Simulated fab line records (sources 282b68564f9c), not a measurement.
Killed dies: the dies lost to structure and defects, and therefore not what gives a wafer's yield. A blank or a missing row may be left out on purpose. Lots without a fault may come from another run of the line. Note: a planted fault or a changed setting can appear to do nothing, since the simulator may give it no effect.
Split-lot trial	flow rit-cmos	23 wafers read from 5 lots, route of 202 steps

== SPLIT DETAILS ==
At RIT_GATE_DEVELOP_15 (develop time 50 s), the setting dev-temp-c was moved away from the recipe's 23 C on 5 of the 23 wafers read, by -11.0% to -5.7%. This setting was run at the recipe's value on the other wafers.

== FROM THE SPLIT TO THE READING: what the file shows between them, 13 steps ==
- RIT_NLDD_COAT_01: resist thk 1000 nm (also split here: spin-rpm)
- RIT_NLDD_SOFTBAKE_02: time 60 s
- RIT_NLDD_EXPOSE_03: exposes mask M7, target cd 40700 nm
- RIT_NLDD_DEVELOP_05: develop time 50 s
- RIT_NLDD_HARDBAKE_07: time 60 s
- RIT_NLDD_IMPLANT_08 (also split here: dose-cm2)
- RIT_NLDD_STRIP_09: strips in O2, time 180 s
- RIT_NLDD_TW_MEAS_10
- RIT_PLDD_COAT_01: resist thk 1000 nm (also split here: resist-thk-nm)
- RIT_PLDD_SOFTBAKE_02: time 60 s
- RIT_PLDD_EXPOSE_03: exposes mask M8, target cd 40900 nm
- RIT_PLDD_DEVELOP_05: develop time 50 s
- RIT_PLDD_HARDBAKE_07: time 60 s

== THE READING ==
etest.pmos_0p15.r-on-ohm-um (the simulator's own value, which no gauge read), at RIT_M1_PROBE_99. There is no usual value for it anywhere in the file. Here, 18 wafers ran the recipe; their average is 2695 with a standard deviation of 1.7e+02.

wafer	tool, chamber at the split	dev-temp-c as run, C	against the recipe	etest.pmos_0p15.r-on-ohm-um	against lot-mates on the recipe
L074.1	litho-track-04, 0	23	recipe	2441	-
L074.2	litho-track-04, 0	23	recipe	2511	-
L074.3	litho-track-04, 0	23	recipe	2427	-
L074.4	litho-track-04, 0	23	recipe	2426	-
L074.6	litho-track-04, 0	23	recipe	2555	-
L075.1	litho-track-03, 0	23	recipe	2807	-
L075.2	litho-track-03, 0	23	recipe	2918	-
L075.4	litho-track-03, 0	23	recipe	2854	-
L075.5	litho-track-03, 0	23	recipe	2790	-
L075.6	litho-track-03, 0	23	recipe	2797	-
L078.1	litho-track-03, 0	23	recipe	2712	-
L078.3	litho-track-03, 0	23	recipe	2720	-
L078.4	litho-track-03, 0	23	recipe	2754	-
L080.1	litho-track-02, 0	20.46	-11.0%	2206	-359
L080.2	litho-track-02, 0	20.46	-11.0%	2236	-329
L080.3	litho-track-02, 0	20.46	-11.0%	2227	-338
L080.4	litho-track-02, 0	23	recipe	2645	-
L080.6	litho-track-02, 0	23	recipe	2485	-
L084.1	litho-track-04, 0	21.7	-5.7%	2750	-137
L084.2	litho-track-04, 0	21.7	-5.7%	2723	-164
L084.3	litho-track-04, 0	23	recipe	2912	-
L084.4	litho-track-04, 0	23	recipe	2834	-
L084.5	litho-track-04, 0	23	recipe	2915	-

THE FIT
A straight line over all 23 wafers: etest.pmos_0p15.r-on-ohm-um changes by +36.6 for each +1% of dev-temp-c; r = +0.64; the points scatter about the line by 1.8e+02.
The same after taking each lot's own level away (the mean of its wafers on the recipe; 23 wafers): +30.4 for each +1%; r = +0.94; scatter 46.
Per that fit: largest dev-temp-c move, reading shift of 3.4e+02.
From 2472.0 to 2887.0: that is the span of the lots' own levels, equal to 2.4 times the standard deviation above.
So the lot-to-lot level blurs the effect unless lot-mates are compared.
Check: -325 against its lot-mates is what the line predicts for one of the wafers moved furthest among these (-11.0%) when that wafer is left out of the fit. It came out at -359 against them.

== FURTHER SPLITS ON THESE WAFERS ==
Other splits were also applied to these wafers ahead of the reading. Each is held against what the fit with the lots' levels taken away leaves over:
other split on the same wafers	wafers away from the commonest value	r with etest.pmos_0p15.r-on-ohm-um (lot level and that fit taken away)
RIT_ACTIVE_OXIDATION_01 ox-time-s	18	-0.08
RIT_ACTIVE_DEVELOP_10 develop-time-s	11	+0.09
RIT_FOX2_OXIDATION_00 ox-time-s	10	+0.04
RIT_PWELL_COAT_01 resist-thk-nm	11	+0.20
RIT_PWELL_IMPLANT_08 energy-kev	4	+0.20
RIT_NRETRO_COAT_01 resist-thk-nm	7	+0.18
RIT_GATE_OXIDATION_05 ox-time-s	10	+0.08
RIT_NLDD_COAT_01 spin-rpm	8	-0.08
RIT_NLDD_IMPLANT_08 dose-cm2	8	-0.13
RIT_PLDD_COAT_01 resist-thk-nm	9	-0.19

== THE WHOLE CHAIN: every reading that the file lists as answering this split, in the file's order ==
step	what it does	reading	change (the file's fit)	r (the file's)
RIT_M1_PROBE_99		etest.pmos-turned.r-on-ohm-um (the simulator's own value, which no gauge read)	+31.2 for each +1% of the setting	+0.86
RIT_M1_PROBE_99		etest.pmos_0p15.r-on-ohm-um (the simulator's own value, which no gauge read)	+30 for each +1% of the setting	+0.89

== THE FILE'S OWN FIT ==
etest.pmos_0p15.r-on-ohm-um changes by +30 for each +1% of dev-temp-c, r = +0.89.
